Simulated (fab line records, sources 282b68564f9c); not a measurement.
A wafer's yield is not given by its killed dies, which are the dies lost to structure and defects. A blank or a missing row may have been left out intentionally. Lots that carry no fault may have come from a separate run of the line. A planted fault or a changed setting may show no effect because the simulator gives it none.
The tool behind it: which one? | flow rit_cmos | 7 lots, 21 wafers sampled, at 2 steps of a route of 202

== WHAT EACH GAUGE READ, for each wafer ==
RIT_PWELL_TW_MEAS_10.
lot  | measured    | on            | PWELL_TW
L964 | day 2 04:22 | film_metro-01 | 963 969 965
L966 | day 2 14:06 | film_metro-01 | 966 966 967
L970 | day 3 09:34 | film_metro-02 | 951 943 945
L973 | day 4 00:37 | film_metro-01 | 1118 1117 1122
L978 | day 5 01:51 | film_metro-01 | 959 960 959
L983 | day 6 02:50 | film_metro-01 | 962 963 961
L986 | day 6 20:43 | film_metro-01 | 961 962 963

== WHICH TOOL RAN EACH LOT (tool, then ch and the chambers of the sampled wafers, then the start) ==
lot  | RIT_PWELL_IMPLANT_08
L964 | implanter-01 ch 0, day 2 04:04
L966 | implanter-01 ch 0, day 2 13:47
L970 | implanter-04 ch 0, day 3 09:14
L973 | implanter-04 ch 0, day 4 00:19
L978 | implanter-03 ch 0, day 5 01:32
L983 | implanter-01 ch 0, day 6 02:34
L986 | implanter-01 ch 0, day 6 20:23
- RIT_PWELL_IMPLANT_08

== THE ANSWER, worked out from the rows above alone ==
Rule: the usual values come from the lots themselves. The widest of any qualifying gaps counts: lots, ordered by their means at a reading, are off when they make up no more than a third of the lots, leave a main group of 4 or more, and stand apart from it by 3 or more times the standard deviation of that group's means. If all means in a main group match to the digits the tables above print for the reading, that group is not used. Also off: a lot with no number at a reading for which 4 or more lots have one. Any other lot the step has rows for is counted as sound.
Off: at RIT_PWELL_TW_MEAS_10 (PWELL_TW), L973. For the main group the mean is 960 and the standard deviation 6.7.
A tool fits if, at a process step before that reading, it ran every lot that is off, and no sound lot after the first of them. The gauges at RIT_PWELL_TW_MEAS_10 are tried like those tools. One fits: RIT_PWELL_IMPLANT_08 on implanter-04. Its last sound lot is L970 (day 3 09:14), its first lot that is off L973 (day 4 00:19): a fault that began between those two fits.

== WHAT THE SIMULATOR HAD INSERTED ==
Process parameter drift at RIT_PWELL_IMPLANT_08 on implanter-04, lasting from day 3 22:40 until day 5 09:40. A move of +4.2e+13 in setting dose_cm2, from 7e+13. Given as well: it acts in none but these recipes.
Struck lots among those shown: L973. The rule given above showed the same thing.
